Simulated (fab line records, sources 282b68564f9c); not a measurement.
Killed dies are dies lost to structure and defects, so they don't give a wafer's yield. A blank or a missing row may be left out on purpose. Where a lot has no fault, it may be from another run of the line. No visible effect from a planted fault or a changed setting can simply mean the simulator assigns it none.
What tool caused it? :: flow rit-cmos :: Sampling: 14 lots, 42 wafers, 2 of 202 route steps

== WHAT THE GAUGES SHOWED, per wafer ==
No reading from a measuring or inspecting step in the record can be judged against a usual standard deviation.

== WHICH TOOL RAN EACH LOT (tool, then ch and the chambers of the sampled wafers, then the start) ==
lot: L438
RIT_NSD_IMPLANT_08: implanter-03 ch 0, day 3 04:05
RIT_M1_PROBE_99: -

lot: L439
RIT_NSD_IMPLANT_08: implanter-04 ch 0, day 3 09:42
RIT_M1_PROBE_99: -

lot: L440
RIT_NSD_IMPLANT_08: implanter-03 ch 0, day 3 19:55
RIT_M1_PROBE_99: prober-01, day 4 05:45

lot: L441
RIT_NSD_IMPLANT_08: implanter-04 ch 0, day 4 00:29
RIT_M1_PROBE_99: prober-02, day 4 10:28

lot: L446
RIT_NSD_IMPLANT_08: implanter-04 ch 0, day 5 01:37
RIT_M1_PROBE_99: -

lot: L449
RIT_NSD_IMPLANT_08: implanter-04 ch 0, day 5 12:03
RIT_M1_PROBE_99: -

lot: L450
RIT_NSD_IMPLANT_08: implanter-03 ch 0, day 5 17:04
RIT_M1_PROBE_99: prober-01, day 6 02:51

lot: L451
RIT_NSD_IMPLANT_08: implanter-02 ch 0, day 5 21:11
RIT_M1_PROBE_99: prober-02, day 6 07:10

lot: L453
RIT_NSD_IMPLANT_08: implanter-03 ch 0, day 6 07:32
RIT_M1_PROBE_99: -

lot: L456
RIT_NSD_IMPLANT_08: implanter-03 ch 0, day 6 22:24
RIT_M1_PROBE_99: -

lot: L458
RIT_NSD_IMPLANT_08: implanter-03 ch 0, day 7 07:48
RIT_M1_PROBE_99: -

lot: L459
RIT_NSD_IMPLANT_08: implanter-03 ch 0, day 7 12:50
RIT_M1_PROBE_99: -

lot: L460
RIT_NSD_IMPLANT_08: implanter-02 ch 0, day 7 14:59
RIT_M1_PROBE_99: -

lot: L461
RIT_NSD_IMPLANT_08: implanter-03 ch 0, day 7 20:14
RIT_M1_PROBE_99: prober-02, day 8 05:52
- RIT_NSD_IMPLANT_08
- RIT_M1_PROBE_99

== AS READ BY THE TOOLS THEMSELVES (means over the sampled wafers that have a number; for cases with no such wafer, the mark the record gives instead) ==
RIT_NSD_IMPLANT_08.
lot: L438
tool: implanter-03
beam-energy-keV: 24.998
faraday-current-uA: 3072

lot: L439
tool: implanter-04
beam-energy-keV: 25.002
faraday-current-uA: 3107

lot: L440
tool: implanter-03
beam-energy-keV: 24.992
faraday-current-uA: 3124

lot: L441
tool: implanter-04
beam-energy-keV: 24.992
faraday-current-uA: 3058

lot: L446
tool: implanter-04
beam-energy-keV: 24.145
faraday-current-uA: 3122

lot: L449
tool: implanter-04
beam-energy-keV: 24.144
faraday-current-uA: 3182

lot: L450
tool: implanter-03
beam-energy-keV: 24.996
faraday-current-uA: 3093

lot: L451
tool: implanter-02
beam-energy-keV: 24.995
faraday-current-uA: 3165

lot: L453
tool: implanter-03
beam-energy-keV: 25.000
faraday-current-uA: 3155

lot: L456
tool: implanter-03
beam-energy-keV: 24.991
faraday-current-uA: 3170

lot: L458
tool: implanter-03
beam-energy-keV: 25.006
faraday-current-uA: 3133

lot: L459
tool: implanter-03
beam-energy-keV: 24.988
faraday-current-uA: 3180

lot: L460
tool: implanter-02
beam-energy-keV: 25.003
faraday-current-uA: 3203

lot: L461
tool: implanter-03
beam-energy-keV: 24.997
faraday-current-uA: 3148

RIT_M1_PROBE_99.
lot: L440
tool: prober-01
killed_at_M0_to_M3: 0.0
killed-at-contacts: 0.0
killed-at-front-end: 5
killed-dies: 5
killed-open: 2.3
killed-short: 2.7

lot: L441
tool: prober-02
killed_at_M0_to_M3: 0.0
killed-at-contacts: 0.0
killed-at-front-end: 7
killed-dies: 7
killed-open: 2.7
killed-short: 4.0

lot: L450
tool: prober-01
killed_at_M0_to_M3: 0.0
killed-at-contacts: 0.0
killed-at-front-end: 9
killed-dies: 9
killed-open: 4.3
killed-short: 4.0

lot: L451
tool: prober-02
killed_at_M0_to_M3: 0.0
killed-at-contacts: 0.0
killed-at-front-end: 8
killed-dies: 8
killed-open: 4.0
killed-short: 4.3

lot: L461
tool: prober-02
killed_at_M0_to_M3: 0.0
killed-at-contacts: 0.0
killed-at-front-end: 11
killed-dies: 11
killed-open: 6.3
killed-short: 4.7

== THE ANSWER, worked out from the rows above alone ==
Rule: usual is defined by the lots themselves. The widest of any qualifying gaps counts: lots, ordered by their means at a reading, are off when they make up no more than a third of the lots, leave a main group of 4 or more, and stand apart from it by 3 or more times the standard deviation of that group's means. A main group is skipped when, at the precision printed for the reading in the tables above, its means are all equal. Also off: a lot with no number at a reading for which 4 or more lots have one. All remaining lots with rows at the step are treated as sound. After the gauges, taken in route order, come the tools' own readings; for these a lot's mean is taken, as printed above. At the first step where some lot is off, the reading lying furthest off is the one used; lots without a number count as furthest.
Off: L446, L449 (RIT_NSD_IMPLANT_08, beam-energy-keV). The main group: mean 24.997, standard deviation 0.0052.
A tool fits if, at that step or a process step before it, it ran every lot that is off, and no sound lot after the first of them. One fits: RIT_NSD_IMPLANT_08 on implanter-04. A fault onset in the window from L441 (day 4 00:29, its last sound lot) to L446 (day 5 01:37, its first lot off) fits.
On the lots that are off, the tool's own readings at RIT_NSD_IMPLANT_08 differ by more than 5 times the standard deviation of the sound lots' means, which bears it out; beam-energy-keV reads 24.145 there versus 24.997 on the sound lots.

== WHAT THE SIMULATOR PUT IN ==
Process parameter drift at RIT_NSD_IMPLANT_08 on implanter-04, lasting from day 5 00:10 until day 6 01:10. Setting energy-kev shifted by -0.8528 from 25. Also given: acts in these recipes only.
Struck lots among those shown: L446, L449. The rule above reached the same finding.
